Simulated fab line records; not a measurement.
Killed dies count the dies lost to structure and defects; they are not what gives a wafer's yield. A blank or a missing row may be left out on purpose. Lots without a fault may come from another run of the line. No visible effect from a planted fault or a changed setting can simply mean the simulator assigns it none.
The tool behind it: which one? || flow ritCmos || 7 lots with 21 wafers sampled at 4 steps, on a route of 202 steps

== WHAT EACH GAUGE READ, for each wafer ==
RIT_CONTACT_CD_MEAS_08 targets a cd of 1000 nm.
{"lot": "L351", "measured": "day 3 07:58", "on": "cdSem-01", "cdNm (nm)": "998.3 999.2 995.7"}
{"lot": "L354", "measured": "day 4 01:44", "on": "cdSem-01", "cdNm (nm)": "1004.6 1002.3 1001.8"}
{"lot": "L357", "measured": "day 4 15:12", "on": "cdSem-01", "cdNm (nm)": "997.7 998.3 999.3"}
{"lot": "L363", "measured": "day 5 20:09", "on": "cdSem-02", "cdNm (nm)": "1001.2 1001.1 1000.0"}
{"lot": "L368", "measured": "day 6 22:07", "on": "cdSem-01", "cdNm (nm)": "1000.5 1002.0 1001.4"}
{"lot": "L371", "measured": "day 7 14:34", "on": "cdSem-02", "cdNm (nm)": "1000.2 1003.5 1001.6"}
{"lot": "L373", "measured": "day 8 04:12", "on": "cdSem-02", "cdNm (nm)": "997.7 995.2 997.5"}

== WHICH TOOL RAN EACH LOT (tool, then ch and the chambers of the sampled wafers, then the start) ==
{"lot": "L351", "RIT_ACTIVE_ETCH_13": "rieDiel-04 ch 1,2,3, day 1 19:56", "RIT_PSD_STRIP_09": "plasmaAsher-02 ch 0,1, day 3 05:04", "RIT_SDANNEAL_RTA_03": "rtpAnneal-02 ch 0, day 3 05:43"}
{"lot": "L354", "RIT_ACTIVE_ETCH_13": "rieDiel-02 ch 0,2,3, day 2 10:43", "RIT_PSD_STRIP_09": "plasmaAsher-04 ch 1, day 3 22:53", "RIT_SDANNEAL_RTA_03": "rtpAnneal-01 ch 0, day 3 23:29"}
{"lot": "L357", "RIT_ACTIVE_ETCH_13": "rieDiel-04 ch 1,2,3, day 3 02:33", "RIT_PSD_STRIP_09": "plasmaAsher-04 ch 0,1, day 4 12:20", "RIT_SDANNEAL_RTA_03": "rtpAnneal-02 ch 0, day 4 12:56"}
{"lot": "L363", "RIT_ACTIVE_ETCH_13": "rieDiel-04 ch 0,1, day 4 07:43", "RIT_PSD_STRIP_09": "plasmaAsher-01 ch 0,1, day 5 17:22", "RIT_SDANNEAL_RTA_03": "rtpAnneal-02 ch 0, day 5 18:00"}
{"lot": "L368", "RIT_ACTIVE_ETCH_13": "rieDiel-03 ch 0,1,3, day 5 08:47", "RIT_PSD_STRIP_09": "plasmaAsher-04 ch 0,1, day 6 19:22", "RIT_SDANNEAL_RTA_03": "rtpAnneal-01 ch 0, day 6 19:59"}
{"lot": "L371", "RIT_ACTIVE_ETCH_13": "rieDiel-04 ch 0,1,3, day 5 23:43", "RIT_PSD_STRIP_09": "plasmaAsher-01 ch 0,1, day 7 11:41", "RIT_SDANNEAL_RTA_03": "rtpAnneal-02 ch 0, day 7 12:18"}
{"lot": "L373", "RIT_ACTIVE_ETCH_13": "rieDiel-03 ch 0,2,3, day 6 09:50", "RIT_PSD_STRIP_09": "plasmaAsher-01 ch 0,1, day 8 01:21", "RIT_SDANNEAL_RTA_03": "rtpAnneal-02 ch 0, day 8 01:55"}
- RIT_ACTIVE_ETCH_13: etches Si3N4 in SF6, stops on SiO2, time 210 s, target depth 210 nm.
- RIT_PSD_STRIP_09: strips in O2, time 180 s.
- RIT_SDANNEAL_RTA_03: time 5 s.

== THE ANSWER, worked out from the rows above alone ==
Rule: usual is defined by the lots themselves. Put in order of their means at a reading, lots are off if they are a third of the lots or fewer, leave a main group of 4 or more, and stand apart from it by a gap of 3 or more times the standard deviation of the main group's means; of several such gaps the widest counts. A main group is skipped when, at the precision printed for the reading in the tables above, its means are all equal. Also off: a lot with no number at a reading for which 4 or more lots have one. Any other lot the step has rows for is counted as sound.
Nothing can be told from this: no lot is off at any reading shown.

== WHAT HAD BEEN PUT IN BY THE SIMULATOR ==
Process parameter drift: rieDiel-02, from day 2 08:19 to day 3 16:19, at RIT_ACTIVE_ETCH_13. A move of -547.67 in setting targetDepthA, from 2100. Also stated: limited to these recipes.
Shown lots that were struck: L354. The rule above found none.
